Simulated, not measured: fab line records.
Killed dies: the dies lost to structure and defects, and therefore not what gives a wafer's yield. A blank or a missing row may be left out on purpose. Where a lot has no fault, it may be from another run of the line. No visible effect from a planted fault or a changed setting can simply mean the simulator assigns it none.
What tool caused it?	flow rit_cmos	7 lots with 21 wafers sampled at 2 steps, on a route of 202 steps

## WHAT THE GAUGES READ, wafer by wafer
RIT_GATE_CD_MEAS_16: the cd target is 150 nm.
lot	measured	on	cd_nm (nm)
L672	day 3 03:14	cd_sem-02	151 150 151
L674	day 3 12:15	cd_sem-01	152 152 149
L678	day 4 00:49	cd_sem-02	63 63 63
L681	day 5 02:28	cd_sem-02	83 84 83
L685	day 5 23:12	cd_sem-01	151 152 149
L689	day 6 17:55	cd_sem-02	146 145 145
L693	day 7 10:22	cd_sem-01	150 151 153

## EACH LOT AND THE TOOL THAT RAN IT (in order: tool; ch and the chambers of the sampled wafers; start)
lot	RIT_GATE_COAT_11
L672	litho_track-01 ch 0, day 3 02:32
L674	litho_track-03 ch 0, day 3 11:26
L678	litho_track-04 ch 0, day 4 00:08
L681	litho_track-04 ch 0, day 5 01:36
L685	litho_track-01 ch 0, day 5 22:11
L689	litho_track-03 ch 0, day 6 17:04
L693	litho_track-04 ch 0, day 7 09:32
- RIT_GATE_COAT_11: resist thk 850 nm.

## THE ANSWER, worked out from the rows above alone
Rule: the usual values come from the lots themselves. Put in order of their means at a reading, lots are off if they are a third of the lots or fewer, leave a main group of 4 or more, and stand apart from it by a gap of 3 or more times the standard deviation of the main group's means; of several such gaps the widest counts. A main group is skipped when, at the precision printed for the reading in the tables above, its means are all equal. A lot without any number at a reading at which 4 lots or more have one is off too. All remaining lots with rows at the step are treated as sound.
Off, at RIT_GATE_CD_MEAS_16 on cd_nm: L678, L681. Mean 150 nm and standard deviation 2.2 in the main group.
A tool fits if, at a process step before that reading, it ran every lot that is off, and no sound lot after the first of them. Gauges at RIT_GATE_CD_MEAS_16: tried the same way as those tools. No candidate that was tried fits.

## WHAT HAD BEEN PUT IN BY THE SIMULATOR
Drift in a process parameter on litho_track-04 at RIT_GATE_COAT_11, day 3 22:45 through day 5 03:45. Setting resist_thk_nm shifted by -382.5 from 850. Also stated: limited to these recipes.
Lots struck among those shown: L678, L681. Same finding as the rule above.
